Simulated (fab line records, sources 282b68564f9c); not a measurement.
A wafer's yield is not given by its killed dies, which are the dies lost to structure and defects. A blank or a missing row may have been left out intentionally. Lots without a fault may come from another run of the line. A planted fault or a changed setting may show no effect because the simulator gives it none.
fab line records -- flow rit_cmos
record lots=14, wafers=42, last_day=7
route steps=202 shown PLDD@116
lots with no fault: from the same line, run without faults
start_h: hours from the record's first day to the start of the lot's first wafer shown -- wait_h: how many hours have passed since the lot's step before this one -- " identical to the entry in the row above -- L1.1+2: a single row standing in for several wafers -- - no value, or no start was given -- * or withheld: withheld -- < > ~ a bound
route shown NAME@n: NAME is a module with steps in the file, n the number in the route of the first one -- usual: average and standard deviation across the fault-free wafers -- same: alike in all rows -- chamber/n: place in a boat -- sites: per-site readings -- _std_site: the standard deviation of these -- _edge_site: inner sites' mean taken away from outer sites' mean -- radius_mm: for every site, how far away it sits from the centre of the wafer -- mask NAME#n: copy n -- behind: the last tool/chamber to shape the wafer -- hold: reason for holding the lot/hours on hold/outcome of the hold -- device: the transistor (n, p or np) that didn't switch -- end of line: the tests these same wafers got at the end of their route -- a step with no rows: only its recipe -- killed: dies that structure and defects cost at the first sort, which is not the same as the wafer's yield -- map: dies across one wafer; x = killed, . = not, _ = none there
set.NAME: the setting that was run; set.NAME@STEP: the one run at that earlier step -- model.NAME: the simulator's own value behind a step, which no gauge read
a sample of lots followed through the steps of the route, with each step as a table and each wafer as a row
## steps
# step RIT_PLDD_SOFTBAKE_02
# recipe resist=NOVOLAK, temp_c=90, time_s=60
# usual exhaust_pa=45.1/0.9, heater_power_total_W=34.56/0.053, plate_temp_C=90.00/0.13
# same time_s=60
lot.wafer,tool,chamber,start_h,wait_h,exhaust_pa,heater_power_total_W,plate_temp_C
L452.3,litho_track-01,0,45.04,0.1,45.6,34.49,90.04
L452.5,litho_track-01,0,45.04,0.1,46.1,34.64,89.96
L452.6,litho_track-01,0,45.04,0.1,46.5,34.55,89.97
L453.1,litho_track-03,0,52.61,0.1,44.2,34.51,90.02
L453.2,litho_track-03,0,52.61,0.1,45.5,34.49,89.91
L453.6,litho_track-03,0,52.61,0.1,44.4,34.50,90.12
L455.1,litho_track-02,0,58.38,0.1,46.1,34.51,89.96
L455.4,litho_track-02,0,58.38,0.1,45.2,34.43,90.01
L455.5,litho_track-02,0,58.38,0.1,45.9,34.51,90.06
L457.2,litho_track-01,0,72.91,0.1,46.5,34.52,89.92
L457.3,litho_track-01,0,72.91,0.1,44.6,34.51,90.07
L457.4,litho_track-01,0,72.91,0.1,45.1,34.52,90.07
L459.1,litho_track-02,0,80.48,0.1,45.9,33.45,87.94
L459.3,litho_track-02,0,80.48,0.1,45.8,33.42,87.93
L459.4,litho_track-02,0,80.48,0.1,46.0,33.45,87.72
L464.2,litho_track-02,0,109.50,0.1,44.9,33.40,87.86
L464.3,litho_track-02,0,109.50,0.1,43.7,33.36,87.76
L464.5,litho_track-02,0,109.50,0.1,45.0,33.38,87.74
L466.1,litho_track-03,0,112.87,0.1,43.3,34.53,90.07
L466.2,litho_track-03,0,112.87,0.1,44.2,34.64,90.00
L466.3,litho_track-03,0,112.87,0.1,44.5,34.58,90.17
L467.1,litho_track-03,0,124.46,0.1,45.8,34.55,89.93
L467.5,litho_track-03,0,124.46,0.1,46.2,34.47,90.11
L467.6,litho_track-03,0,124.46,0.1,45.5,34.51,89.88
L468.2,litho_track-03,0,128.70,0.1,45.9,34.54,90.14
L468.4,litho_track-03,0,128.70,0.1,45.6,34.65,90.03
L468.6,litho_track-03,0,128.70,0.1,45.3,34.56,90.03
L470.1,litho_track-03,0,136.43,0.1,45.3,34.60,90.16
L470.4,litho_track-03,0,136.43,0.1,46.2,34.49,90.10
L470.5,litho_track-03,0,136.43,0.1,44.1,34.59,90.26
L471.4,litho_track-01,0,138.18,0.1,44.6,34.53,90.16
L471.5,litho_track-01,0,138.18,0.1,44.2,34.66,90.11
L471.6,litho_track-01,0,138.18,0.1,44.5,34.63,89.95
L472.2,litho_track-03,0,148.01,0.1,45.8,34.61,89.80
L472.4,litho_track-03,0,148.01,0.1,44.5,34.65,89.94
L472.6,litho_track-03,0,148.01,0.1,45.6,34.56,89.89
L473.1,litho_track-01,0,153.12,0.1,46.4,34.61,90.20
L473.5,litho_track-01,0,153.12,0.1,45.0,34.56,90.02
L473.6,litho_track-01,0,153.12,0.1,45.5,34.59,90.33
L474.2,litho_track-01,0,157.88,0.1,45.4,34.59,89.87
L474.4,litho_track-01,0,157.88,0.1,44.7,34.41,89.60
L474.6,litho_track-01,0,157.88,0.1,46.3,34.60,89.71
## key
first_sign step=RIT_PLDD_SOFTBAKE_02, reading=heater_power_total_W, direction=down, sigmas=22, usual=34.56, struck=33.41
effect step=RIT_PLDD_SOFTBAKE_02, reading=plate_temp_C, direction=down, sigmas=17, usual=*, struck=*
met_at RIT_PLDD_SOFTBAKE_02
struck_lots L459,L464
tester_left_out L459,L464
onset_between 58.38 80.48
fault kind=process_parameter_drift, tool=litho_track-02, chamber=-, onset_h=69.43, steps=RIT_PLDD_SOFTBAKE_02, channel=temp_c, offset=*, shape=step, end_h=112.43, acts_in=*, stated=*
# tester_left_out: of these lots the tester's yield and bins aren't shown, on N5 and GAA mostly nor the transistor test; their killed dies are dies lost to structure and defects alone, not to doping, threshold or leakage, so they don't give the yield
